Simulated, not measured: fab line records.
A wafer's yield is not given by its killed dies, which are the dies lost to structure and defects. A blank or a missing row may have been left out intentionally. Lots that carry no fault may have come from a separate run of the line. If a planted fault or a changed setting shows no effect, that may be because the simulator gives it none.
What tool caused it?	flow berkeleyCmos170	Sampling: 13 lots, 39 wafers, 6 of 331 route steps

## WHAT EACH GAUGE READ, for each wafer
UCB170_GATE_THK_MEAS_05.
lot	measured	on	GATE_POLY_THK (nm)
L494	day 5 11:20	filmMetro-04	211.4 213.3 211.7
L496	day 6 01:52	filmMetro-02	212.4 213.1 210.9
L498	day 6 17:13	filmMetro-01	213.8 214.0 215.1
L499	day 7 04:11	filmMetro-02	214.6 214.1 214.0
L502	day 7 04:11	filmMetro-04	215.6 213.6 215.5
L507	day 8 10:25	filmMetro-01	213.1 210.9 211.2
L508	day 9 12:47	filmMetro-04	212.2 212.5 211.5
L510	day 9 12:48	filmMetro-01	212.7 211.4 212.0
L509	day 9 12:50	filmMetro-04	211.7 214.0 212.3
L512	day 10 01:16	filmMetro-01	215.5 216.6 214.7
L514	day 10 01:17	filmMetro-04	213.1 214.1 212.0
L513	day 10 01:19	filmMetro-01	210.7 211.2 212.2
L515	day 10 14:28	filmMetro-04	212.3 212.7 211.6

UCB170_PLDD_CD_MEAS_06: the cd target is 1200 nm.
lot	measured	on	cdNm (nm)
L494	day 5 16:16	cdSem-02	1200.1 1200.3 1200.4
L496	day 6 05:46	cdSem-01	1199.2 1198.4 1197.9
L498	day 6 21:43	cdSem-01	1198.8 1198.2 1197.8
L499	day 7 08:32	cdSem-01	1198.3 1198.5 1197.6
L502	day 7 07:41	cdSem-01	1199.6 1199.0 1200.6
L507	day 8 13:41	cdSem-01	1197.3 1197.4 1198.5
L508	day 9 16:02	cdSem-01	1198.8 1198.9 1199.0
L510	day 9 16:21	cdSem-02	1200.7 1200.2 1201.0
L509	day 9 16:52	cdSem-02	1199.5 1201.5 1200.3
L512	day 10 03:49	cdSem-01	1197.9 1198.4 1198.1
L514	day 10 04:11	cdSem-02	1199.6 1200.3 1198.6
L513	day 10 04:37	cdSem-01	1201.8 1199.7 1200.2
L515	day 10 18:57	cdSem-01	1198.6 1199.7 1201.0

UCB170_SPACER_THK_MEAS_01.
lot	measured	on	SPACER_TEOS_THK (nm)
L494	day 5 19:23	filmMetro-02	372 379 376
L496	day 6 10:07	filmMetro-01	373 379 376
L498	day 7 01:41	filmMetro-02	380 374 378
L499	day 7 11:11	filmMetro-01	383 377 280
L502	day 7 10:22	filmMetro-02	373 378 380
L507	day 8 16:23	filmMetro-02	362 369 379
L508	day 9 22:35	filmMetro-01	380 375 380
L510	day 9 22:36	filmMetro-03	377 376 375
L509	day 9 23:38	filmMetro-03	378 376 370
L512	day 10 06:23	filmMetro-01	378 375 377
L514	day 10 06:56	filmMetro-02	374 378 375
L513	day 10 07:20	filmMetro-02	371 370 378
L515	day 10 21:59	filmMetro-01	376 381 379

UCB170_PSD_TW_MEAS_10.
lot	measured	on	PSD_TW
L494	day 6 04:13	filmMetro-03	2343 2335 2346
L496	day 6 13:27	filmMetro-02	2340 2340 2356
L498	day 7 06:35	filmMetro-04	2322 2324 2316
L499	day 7 15:31	filmMetro-04	2321 2304 2318
L502	day 7 14:11	filmMetro-03	2328 2320 2332
L507	day 8 23:10	filmMetro-03	2352 2342 2328
L508	day 10 04:26	filmMetro-04	2284 2291 2305
L510	day 10 04:32	filmMetro-04	2307 2297 2283
L509	day 10 04:40	filmMetro-04	2280 2311 2295
L512	day 10 12:59	filmMetro-04	2305 2298 2269
L514	day 10 13:17	filmMetro-03	2346 2350 2340
L513	day 10 13:29	filmMetro-04	2290 2286 2296
L515	day 11 04:05	filmMetro-02	2336 2359 2332

## EACH LOT AND THE TOOL THAT RAN IT (in order: tool; ch and the chambers of the sampled wafers; start)
lot	UCB170_SPACER_CVD_00	UCB170_SPACER_ETCHBACK_03
L494	pecvd-04 ch 0,1,2, day 5 19:19	rieDiel-04 ch 0,1, day 6 02:22
L496	pecvd-04 ch 0,1,2, day 6 10:04	rieDiel-03 ch 0,1,3, day 6 11:59
L498	pecvd-02 ch 1,2, day 7 01:39	rieDiel-03 ch 0,3, day 7 05:07
L499	pecvd-04 ch 0,1,2, day 7 11:08	rieDiel-01 ch 1,3, day 7 12:47
L502	pecvd-02 ch 0,2, day 7 10:19	rieDiel-01 ch 0,1,3, day 7 12:11
L507	pecvd-03 ch 0,2, day 8 16:19	rieDiel-04 ch 1,2, day 8 21:42
L508	pecvd-04 ch 0,2, day 9 22:32	rieDiel-04 ch 0,1,3, day 10 02:35
L510	pecvd-03 ch 0,2, day 9 22:32	rieDiel-03 ch 0,2,3, day 10 02:35
L509	pecvd-04 ch 0,1,2, day 9 23:35	rieDiel-01 ch 1,2,3, day 10 02:35
L512	pecvd-04 ch 0,1, day 10 06:20	rieDiel-03 ch 0,1,3, day 10 11:33
L514	pecvd-03 ch 1,2, day 10 06:53	rieDiel-01 ch 1,2, day 10 11:33
L513	pecvd-04 ch 1,2, day 10 07:17	rieDiel-04 ch 0,3, day 10 11:33
L515	pecvd-02 ch 0,1, day 10 21:56	rieDiel-01 ch 0,3, day 11 01:51
- UCB170_SPACER_CVD_00: deposits SiO2 from TEOS/O2, target thk 376 nm, time 47 s.
- UCB170_SPACER_ETCHBACK_03: etches SiO2 in CHF3/CF4/Ar, stops on Si, target depth 376 nm, time 100 s.

## AS READ BY THE TOOLS THEMSELVES (means over the sampled wafers that have a number; for cases with no such wafer, the mark the record gives instead)
UCB170_SPACER_CVD_00.
lot	tool	heaterPowerW (W)	susceptorTempC (C)
L494	pecvd-04	263	389.94
L496	pecvd-04	253	390.02
L498	pecvd-02	281	389.92
L499	pecvd-04	248	389.87
L502	pecvd-02	278	389.83
L507	pecvd-03	263	390.00
L508	pecvd-04	268	390.05
L510	pecvd-03	275	389.61
L509	pecvd-04	223	390.10
L512	pecvd-04	280	389.81
L514	pecvd-03	226	390.14
L513	pecvd-04	257	389.67
L515	pecvd-02	241	389.88

UCB170_SPACER_ETCHBACK_03.
lot	tool	drypumpMotorCurrentA (A)	oesProductAu (a.u.)	throttleValvePct (%)
L494	rieDiel-04	6.4	0.891	6.39
L496	rieDiel-03	5.4	0.906	6.55
L498	rieDiel-03	5.1	0.922	6.62
L499	rieDiel-01	5.5	0.857	6.39
L502	rieDiel-01	5.8	0.912	6.41
L507	rieDiel-04	5.7	0.877	6.52
L508	rieDiel-04	6.1	0.894	6.45
L510	rieDiel-03	5.5	0.906	6.50
L509	rieDiel-01	5.4	0.902	6.44
L512	rieDiel-03	5.5	0.907	6.55
L514	rieDiel-01	5.5	0.892	6.50
L513	rieDiel-04	6.6	0.878	6.42
L515	rieDiel-01	5.7	0.914	6.42

## THE ANSWER, worked out from the rows above alone
Rule: the usual values come from the lots themselves. Put in order of their means at a reading, lots are off if they are a third of the lots or fewer, leave a main group of 4 or more, and stand apart from it by a gap of 3 or more times the standard deviation of the main group's means; of several such gaps the widest counts. If all means in a main group match to the digits the tables above print for the reading, that group is not used. A lot without any number at a reading at which 4 lots or more have one is off too. All remaining lots with rows at the step are treated as sound. First the gauges in route order, then the tools' own readings, where a lot's mean is used as printed above. The first step at which some lot is off is used, and at that step the reading that is off furthest; a lot without a number counts as furthest.
Off: L499, seen at UCB170_SPACER_THK_MEAS_01 (SPACER_TEOS_THK). The main group has a mean of 376 nm with a standard deviation of 2.3.
A tool fits if, at a process step before that reading, it ran every lot that is off, and no sound lot after the first of them. The gauges at UCB170_SPACER_THK_MEAS_01 are tried like those tools. Not one of the candidates tried fits.

## WHAT HAD BEEN PUT IN BY THE SIMULATOR
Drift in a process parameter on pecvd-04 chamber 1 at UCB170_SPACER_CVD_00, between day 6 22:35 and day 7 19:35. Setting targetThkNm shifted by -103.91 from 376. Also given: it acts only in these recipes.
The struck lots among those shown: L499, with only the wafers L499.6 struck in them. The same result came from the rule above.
